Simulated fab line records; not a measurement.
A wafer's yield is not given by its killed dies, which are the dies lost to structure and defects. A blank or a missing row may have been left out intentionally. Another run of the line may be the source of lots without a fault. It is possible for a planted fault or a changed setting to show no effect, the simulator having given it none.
Which of the tools did it? | flow rit_cmos | 13 lots with 39 wafers sampled at 2 steps, on a route of 202 steps

== WHAT THE GAUGES READ, wafer by wafer ==
RIT_M1_CD_MEAS_09 targets a cd of 2600 nm.
lot  | measured    | on        | cd_nm (nm)
L669 | day 3 05:43 | cd_sem-01 | 2601.7 2599.7 2600.6
L670 | day 3 10:36 | cd_sem-02 | 2601.2 2600.7 2601.6
L671 | day 3 17:01 | cd_sem-01 | 2601.9 2602.2 2601.5
L673 | day 4 03:39 | cd_sem-02 | 2603.9 2602.3 2603.1
L674 | day 4 08:16 | cd_sem-01 | 2599.0 2598.8 2599.0
L677 | day 4 23:07 | cd_sem-01 | 2747.8 2747.3 2751.3
L685 | day 6 14:21 | cd_sem-01 | 2599.1 2601.6 2603.6
L686 | day 6 19:45 | cd_sem-01 | 2599.9 2599.4 2600.6
L687 | day 7 02:32 | cd_sem-01 | 2599.7 2596.6 2599.7
L688 | day 7 10:57 | cd_sem-02 | 2600.4 2600.9 2600.4
L690 | day 7 19:02 | cd_sem-01 | 2602.9 2602.0 2601.7
L691 | day 7 21:31 | cd_sem-01 | 2602.1 2600.5 2602.4
L692 | day 8 03:40 | cd_sem-02 | 2605.0 2603.4 2603.0

== EACH LOT AND THE TOOL THAT RAN IT (in order: tool; ch and the chambers of the sampled wafers; start) ==
lot  | RIT_M1_EXPOSE_06
L669 | iline_stepper-01 ch 0, day 3 05:17
L670 | iline_stepper-02 ch 0, day 3 10:10
L671 | iline_stepper-01 ch 0, day 3 16:35
L673 | iline_stepper-02 ch 0, day 4 03:13
L674 | iline_stepper-02 ch 0, day 4 07:49
L677 | iline_stepper-01 ch 0, day 4 22:41
L685 | iline_stepper-02 ch 0, day 6 13:55
L686 | iline_stepper-01 ch 0, day 6 19:19
L687 | iline_stepper-02 ch 0, day 7 02:06
L688 | iline_stepper-02 ch 0, day 7 10:31
L690 | iline_stepper-01 ch 0, day 7 18:37
L691 | iline_stepper-01 ch 0, day 7 21:05
L692 | iline_stepper-01 ch 0, day 8 03:14
- RIT_M1_EXPOSE_06: exposes mask M12, target cd 2600 nm.

== WHAT THE TOOLS THEMSELVES READ (means of the sampled wafers that have a number; where no wafer has one, the mark that the record gives instead) ==
RIT_M1_EXPOSE_06.
lot  | tool             | exposure_dose_mJ_cm2
L669 | iline_stepper-01 | 248.60
L670 | iline_stepper-02 | 248.41
L671 | iline_stepper-01 | 248.33
L673 | iline_stepper-02 | 248.27
L674 | iline_stepper-02 | 248.43
L677 | iline_stepper-01 | 248.26
L685 | iline_stepper-02 | 248.24
L686 | iline_stepper-01 | 248.23
L687 | iline_stepper-02 | 248.44
L688 | iline_stepper-02 | 248.19
L690 | iline_stepper-01 | 248.56
L691 | iline_stepper-01 | 248.39
L692 | iline_stepper-01 | 248.56

== THE ANSWER, worked out from the rows above alone ==
Rule: the lots themselves supply what counts as usual. The widest of any qualifying gaps counts: lots, ordered by their means at a reading, are off when they make up no more than a third of the lots, leave a main group of 4 or more, and stand apart from it by 3 or more times the standard deviation of that group's means. A main group is skipped when, at the precision printed for the reading in the tables above, its means are all equal. A lot without any number at a reading at which 4 lots or more have one is off too. The other lots that the step has rows for count as sound. Order of review: gauges by route order, followed by the tools' own readings, for which a lot's mean as printed above is used. The first step at which some lot is off is used, and at that step the reading that is off furthest; a lot without a number counts as furthest.
Off: L677 (RIT_M1_CD_MEAS_09, cd_nm). The main group has a mean of 2601.2 nm with a standard deviation of 1.5.
A tool fits if, at a process step before that reading, it ran every lot that is off, and no sound lot after the first of them. Gauges at RIT_M1_CD_MEAS_09: tried the same way as those tools. Not one of the candidates tried fits.

== WHAT HAD BEEN PUT IN BY THE SIMULATOR ==
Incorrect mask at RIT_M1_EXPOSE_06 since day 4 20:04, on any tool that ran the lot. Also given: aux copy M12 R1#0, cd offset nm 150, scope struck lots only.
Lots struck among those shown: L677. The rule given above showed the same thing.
